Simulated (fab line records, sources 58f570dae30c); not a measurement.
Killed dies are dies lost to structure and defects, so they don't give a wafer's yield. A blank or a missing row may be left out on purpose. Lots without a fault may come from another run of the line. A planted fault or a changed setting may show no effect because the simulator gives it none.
Which tool did it? | flow berkeley_cmos170 | 14 lots, 42 wafers sampled, at 7 steps of a route of 331

WHAT THE GAUGES READ, wafer by wafer
UCB170_PSD_TW_MEAS_10. Usual: PSD_TW 2318, standard deviation 24.
lot  | measured     | on            | PSD_TW         | flag
L465 | day 6 12:16  | film_metro-01 | 2293 2270 2280 |
L467 | day 6 16:09  | film_metro-03 | 2333 2322 2321 |
L466 | day 6 15:53  | film_metro-03 | 2321 2320 2328 |
L469 | day 7 12:16  | film_metro-04 | 2324 2336 2329 |
L472 | day 7 22:34  | film_metro-01 | 2297 2300 2309 |
L471 | day 7 22:42  | film_metro-03 | 2333 2322 2331 |
L473 | day 8 07:48  | film_metro-03 | 2329 2327 2329 |
L477 | day 9 04:58  | film_metro-04 | 2345 2355 2343 |
L476 | day 9 04:36  | film_metro-03 | 2445 2457 2454 | OFF
L478 | day 9 04:22  | film_metro-01 | 2286 2265 2277 |
L480 | day 9 17:24  | film_metro-03 | 2452 2461 2457 | OFF
L482 | day 10 03:43 | film_metro-04 | 2334 2332 2343 |
L485 | day 10 06:59 | film_metro-01 | 2277 2290 2281 |
L488 | day 11 11:38 | film_metro-04 | 2359 2361 2352 |

UCB170_SDANNEAL_RS_MEAS_02: measures by four-point-probe. Usual: PSD_RS 75.54 ohm/sq, standard deviation 0.22.
lot  | measured     | on            | PSD_RS (ohm/sq)   | flag
L465 | day 6 15:05  | film_metro-04 | 75.80 75.51 75.32 |
L467 | day 6 19:01  | film_metro-03 | 75.74 75.77 76.06 |
L466 | day 6 18:30  | film_metro-04 | 75.66 75.55 75.37 |
L469 | day 7 15:38  | film_metro-03 | 75.47 75.78 75.94 |
L472 | day 8 02:20  | film_metro-03 | 75.44 75.29 75.40 |
L471 | day 8 02:09  | film_metro-04 | 75.57 75.76 75.62 |
L473 | day 8 11:06  | film_metro-04 | 75.22 75.60 75.68 |
L477 | day 9 09:55  | film_metro-01 | 75.38 75.51 75.34 |
L476 | day 9 09:44  | film_metro-03 | 67.00 67.16 67.16 | OFF
L478 | day 9 09:24  | film_metro-01 | 75.30 75.70 75.63 |
L480 | day 9 20:18  | film_metro-03 | 66.91 66.88 67.21 | OFF
L482 | day 10 12:01 | film_metro-04 | 75.41 75.66 75.86 |
L485 | day 10 12:56 | film_metro-01 | 75.27 75.27 75.32 |
L488 | day 11 16:47 | film_metro-04 | 75.31 75.33 75.46 |

WHICH TOOL RAN EACH LOT (tool, then ch and the chambers of the sampled wafers, then the start)
lot  | UCB170_PVT_STRIP_08                  | UCB170_NLDD_STRIP_10                 | UCB170_PSD_IMPLANT_08           | UCB170_PSD_STRIP_09                  | UCB170_NSD_STRIP_09
L465 | plasma_asher-02 ch 0,1, day 5 08:54  | plasma_asher-01 ch 0,1, day 6 05:41  | implanter-02 ch 0, day 6 12:01  | plasma_asher-02 ch 0,1, day 6 12:10  | plasma_asher-01 ch 1, day 6 13:54
L467 | plasma_asher-02 ch 0,1, day 5 15:17  | plasma_asher-01 ch 0,1, day 6 10:01  | implanter-03 ch 0, day 6 15:54  | plasma_asher-02 ch 0,1, day 6 16:03  | plasma_asher-04 ch 0,1, day 6 17:40
L466 | plasma_asher-03 ch 0,1, day 5 17:21  | plasma_asher-02 ch 0,1, day 6 09:49  | implanter-02 ch 0, day 6 15:39  | plasma_asher-03 ch 1, day 6 15:47    | plasma_asher-03 ch 0,1, day 6 17:16
L469 | plasma_asher-03 ch 0,1, day 6 10:06  | plasma_asher-02 ch 1, day 7 05:13    | implanter-04 ch 0, day 7 12:01  | plasma_asher-02 ch 0,1, day 7 12:10  | plasma_asher-01 ch 1, day 7 14:01
L472 | plasma_asher-02 ch 0,1, day 7 00:09  | plasma_asher-04 ch 0,1, day 7 16:52  | implanter-02 ch 0, day 7 22:19  | plasma_asher-02 ch 0,1, day 7 22:28  | plasma_asher-01 ch 0,1, day 8 01:08
L471 | plasma_asher-03 ch 0,1, day 7 00:19  | plasma_asher-02 ch 0,1, day 7 17:55  | implanter-03 ch 0, day 7 22:28  | plasma_asher-01 ch 0,1, day 7 22:35  | plasma_asher-03 ch 0,1, day 8 00:56
L473 | plasma_asher-03 ch 0, day 7 05:23    | plasma_asher-04 ch 0,1, day 8 01:22  | implanter-02 ch 0, day 8 07:34  | plasma_asher-01 ch 0,1, day 8 07:41  | plasma_asher-03 ch 0,1, day 8 09:53
L477 | plasma_asher-03 ch 0,1, day 8 03:55  | plasma_asher-02 ch 0,1, day 8 21:05  | implanter-03 ch 0, day 9 04:43  | plasma_asher-02 ch 0,1, day 9 04:52  | plasma_asher-01 ch 0,1, day 9 08:08
L476 | plasma_asher-02 ch 0,1, day 8 04:23  | plasma_asher-01 ch 0,1, day 8 20:28  | implanter-02 ch 0, day 9 04:21  | plasma_asher-01 ch 0,1, day 9 04:30  | plasma_asher-03 ch 0,1, day 9 08:01
L478 | plasma_asher-01 ch 0,1, day 8 04:32  | plasma_asher-04 ch 0,1, day 8 20:51  | implanter-04 ch 0, day 9 04:07  | plasma_asher-02 ch 0,1, day 9 04:16  | plasma_asher-01 ch 0,1, day 9 07:52
L480 | plasma_asher-03 ch 0,1, day 8 15:29  | plasma_asher-01 ch 0,1, day 9 12:23  | implanter-02 ch 0, day 9 17:09  | plasma_asher-02 ch 0,1, day 9 17:18  | plasma_asher-03 ch 0,1, day 9 18:59
L482 | plasma_asher-02 ch 0,1, day 9 07:12  | plasma_asher-04 ch 0,1, day 9 21:11  | implanter-03 ch 0, day 10 03:28 | plasma_asher-01 ch 0,1, day 10 03:37 | plasma_asher-03 ch 0, day 10 10:10
L485 | plasma_asher-02 ch 1, day 9 12:12    | plasma_asher-02 ch 0,1, day 10 01:17 | implanter-04 ch 0, day 10 06:44 | plasma_asher-03 ch 0,1, day 10 06:53 | plasma_asher-01 ch 0,1, day 10 11:05
L488 | plasma_asher-03 ch 0,1, day 10 11:25 | plasma_asher-02 ch 0,1, day 11 02:10 | implanter-04 ch 0, day 11 11:23 | plasma_asher-02 ch 0,1, day 11 11:32 | plasma_asher-03 ch 0,1, day 11 15:14
- UCB170_PVT_STRIP_08: strips in O2.
- UCB170_NLDD_STRIP_10: strips in O2.
- UCB170_PSD_IMPLANT_08
- UCB170_PSD_STRIP_09: strips in O2.
- UCB170_NSD_STRIP_09: strips in O2.

WHAT THE TOOLS THEMSELVES READ (means of the sampled wafers that have a number; where no wafer has one, the mark that the record gives instead)
UCB170_PVT_STRIP_08. Usual: drypump_motor_current_A 5.6 A, standard deviation 0.49; oes_product_au 0.735 a.u., standard deviation 0.0044; strip_time_to_endpoint_s 21.63 s, standard deviation 0.062.
lot  | tool            | drypump_motor_current_A (A) | oes_product_au (a.u.) | strip_time_to_endpoint_s (s) | flag
L465 | plasma_asher-02 | 5.7                         | 0.736                 | 21.67                        |
L467 | plasma_asher-02 | 5.7                         | 0.733                 | 21.55                        |
L466 | plasma_asher-03 | 5.4                         | 0.733                 | 21.64                        |
L469 | plasma_asher-03 | 5.4                         | 0.732                 | 21.57                        |
L472 | plasma_asher-02 | 5.3                         | 0.732                 | 21.63                        |
L471 | plasma_asher-03 | 5.4                         | 0.734                 | 21.59                        |
L473 | plasma_asher-03 | 5.7                         | 0.737                 | 21.69                        |
L477 | plasma_asher-03 | 5.4                         | 0.734                 | 21.67                        |
L476 | plasma_asher-02 | 5.7                         | 0.741                 | 21.71                        |
L478 | plasma_asher-01 | 6.0                         | 0.731                 | 21.62                        |
L480 | plasma_asher-03 | 5.5                         | 0.732                 | 21.65                        |
L482 | plasma_asher-02 | 5.7                         | 0.736                 | 21.52                        |
L485 | plasma_asher-02 | 4.8                         | 0.732                 | 21.74                        |
L488 | plasma_asher-03 | 5.5                         | 0.735                 | 21.66                        |

UCB170_NLDD_STRIP_10. Usual: drypump_motor_current_A 5.8 A, standard deviation 0.53; oes_product_au 0.734 a.u., standard deviation 0.0045; strip_time_to_endpoint_s 21.64 s, standard deviation 0.067.
lot  | tool            | drypump_motor_current_A (A) | oes_product_au (a.u.) | strip_time_to_endpoint_s (s) | flag
L465 | plasma_asher-01 | 6.0                         | 0.740                 | 21.64                        |
L467 | plasma_asher-01 | 6.0                         | 0.736                 | 21.63                        |
L466 | plasma_asher-02 | 5.3                         | 0.732                 | 21.58                        |
L469 | plasma_asher-02 | 4.8                         | 0.735                 | 21.66                        |
L472 | plasma_asher-04 | 5.6                         | 0.739                 | 21.67                        |
L471 | plasma_asher-02 | 5.3                         | 0.737                 | 21.62                        |
L473 | plasma_asher-04 | 5.6                         | 0.734                 | 21.58                        |
L477 | plasma_asher-02 | 5.7                         | 0.735                 | 21.70                        |
L476 | plasma_asher-01 | 6.0                         | 0.736                 | 21.65                        |
L478 | plasma_asher-04 | 5.6                         | 0.737                 | 21.68                        |
L480 | plasma_asher-01 | 6.0                         | 0.738                 | 21.74                        |
L482 | plasma_asher-04 | 5.9                         | 0.735                 | 21.68                        |
L485 | plasma_asher-02 | 5.7                         | 0.730                 | 21.57                        |
L488 | plasma_asher-02 | 5.7                         | 0.732                 | 21.59                        |

UCB170_PSD_IMPLANT_08. Usual: dose_ions_cm2 3.001e+15, standard deviation 3.3e+12; faraday_current_uA 9278, standard deviation 200.
lot  | tool         | dose_ions_cm2 | faraday_current_uA | flag
L465 | implanter-02 | 2.996e+15     | 9428               |
L467 | implanter-03 | 3.005e+15     | 9533               |
L466 | implanter-02 | 3.002e+15     | 9388               |
L469 | implanter-04 | 3.002e+15     | 9241               |
L472 | implanter-02 | 2.999e+15     | 9372               |
L471 | implanter-03 | 2.997e+15     | 9111               |
L473 | implanter-02 | 3.002e+15     | 9238               |
L477 | implanter-03 | 3.003e+15     | 9258               |
L476 | implanter-02 | 3.509e+15     | 10963              | OFF
L478 | implanter-04 | 2.999e+15     | 9271               |
L480 | implanter-02 | 3.506e+15     | 10564              | OFF
L482 | implanter-03 | 2.998e+15     | 9247               |
L485 | implanter-04 | 3.000e+15     | 9312               |
L488 | implanter-04 | 3.003e+15     | 9124               |

UCB170_PSD_STRIP_09. Usual: drypump_motor_current_A 5.7 A, standard deviation 0.55; oes_product_au 0.601 a.u., standard deviation 0.0045; strip_time_to_endpoint_s 29.63 s, standard deviation 0.06.
lot  | tool            | drypump_motor_current_A (A) | oes_product_au (a.u.) | strip_time_to_endpoint_s (s) | flag
L465 | plasma_asher-02 | 5.3                         | 0.603                 | 29.63                        |
L467 | plasma_asher-02 | 5.3                         | 0.599                 | 29.63                        |
L466 | plasma_asher-03 | 5.3                         | 0.598                 | 29.63                        |
L469 | plasma_asher-02 | 5.7                         | 0.601                 | 29.65                        |
L472 | plasma_asher-02 | 5.7                         | 0.602                 | 29.59                        |
L471 | plasma_asher-01 | 6.0                         | 0.603                 | 29.64                        |
L473 | plasma_asher-01 | 6.0                         | 0.603                 | 29.60                        |
L477 | plasma_asher-02 | 5.3                         | 0.600                 | 29.76                        |
L476 | plasma_asher-01 | 6.0                         | 0.578                 | 31.33                        | OFF
L478 | plasma_asher-02 | 5.3                         | 0.601                 | 29.55                        |
L480 | plasma_asher-02 | 5.7                         | 0.577                 | 31.42                        | OFF
L482 | plasma_asher-01 | 6.0                         | 0.601                 | 29.60                        |
L485 | plasma_asher-03 | 5.5                         | 0.603                 | 29.67                        |
L488 | plasma_asher-02 | 5.7                         | 0.602                 | 29.72                        |

UCB170_NSD_STRIP_09. Usual: drypump_motor_current_A 5.7 A, standard deviation 0.35; oes_product_au 0.534 a.u., standard deviation 0.0045; strip_time_to_endpoint_s 35.85 s, standard deviation 0.096.
lot  | tool            | drypump_motor_current_A (A) | oes_product_au (a.u.) | strip_time_to_endpoint_s (s) | flag
L465 | plasma_asher-01 | 5.9                         | 0.534                 | 35.80                        |
L467 | plasma_asher-04 | 5.9                         | 0.537                 | 35.91                        |
L466 | plasma_asher-03 | 5.6                         | 0.532                 | 35.89                        |
L469 | plasma_asher-01 | 5.9                         | 0.534                 | 35.99                        |
L472 | plasma_asher-01 | 6.0                         | 0.535                 | 35.92                        |
L471 | plasma_asher-03 | 5.6                         | 0.529                 | 35.73                        |
L473 | plasma_asher-03 | 5.5                         | 0.535                 | 35.96                        |
L477 | plasma_asher-01 | 6.0                         | 0.534                 | 36.04                        |
L476 | plasma_asher-03 | 5.4                         | 0.534                 | 35.81                        |
L478 | plasma_asher-01 | 6.0                         | 0.531                 | 35.75                        |
L480 | plasma_asher-03 | 5.4                         | 0.531                 | 35.80                        |
L482 | plasma_asher-03 | 5.7                         | 0.536                 | 35.87                        |
L485 | plasma_asher-01 | 6.0                         | 0.531                 | 35.81                        |
L488 | plasma_asher-03 | 5.6                         | 0.535                 | 35.73                        |

THE ANSWER, worked out from the rows above alone
Rule: a lot is off if the mean of its wafers that have a number lies more than 3 standard deviations from the usual mean. A lot without any number at a reading at which 4 lots or more have one is off too. The other lots that the step has rows for count as sound. The gauges are gone through in route order, then the tools' own readings, and for those a lot's mean is taken as printed above. The first step at which some lot is off is used, and at that step the reading that is off furthest; a lot without a number counts as furthest.
Off: L476, L480, at UCB170_PSD_TW_MEAS_10 (PSD_TW).
A tool fits if, at a process step before that reading, it ran every lot that is off, and no sound lot after the first of them. The gauges at UCB170_PSD_TW_MEAS_10 aren't tried: what is off there is off at UCB170_PSD_IMPLANT_08 too, on other tools, and a gauge's error can't cause that. Can't be told from this: 2 tools fit, plasma_asher-01 at UCB170_NLDD_STRIP_10, implanter-02 at UCB170_PSD_IMPLANT_08.

WHAT THE SIMULATOR HAD PUT IN
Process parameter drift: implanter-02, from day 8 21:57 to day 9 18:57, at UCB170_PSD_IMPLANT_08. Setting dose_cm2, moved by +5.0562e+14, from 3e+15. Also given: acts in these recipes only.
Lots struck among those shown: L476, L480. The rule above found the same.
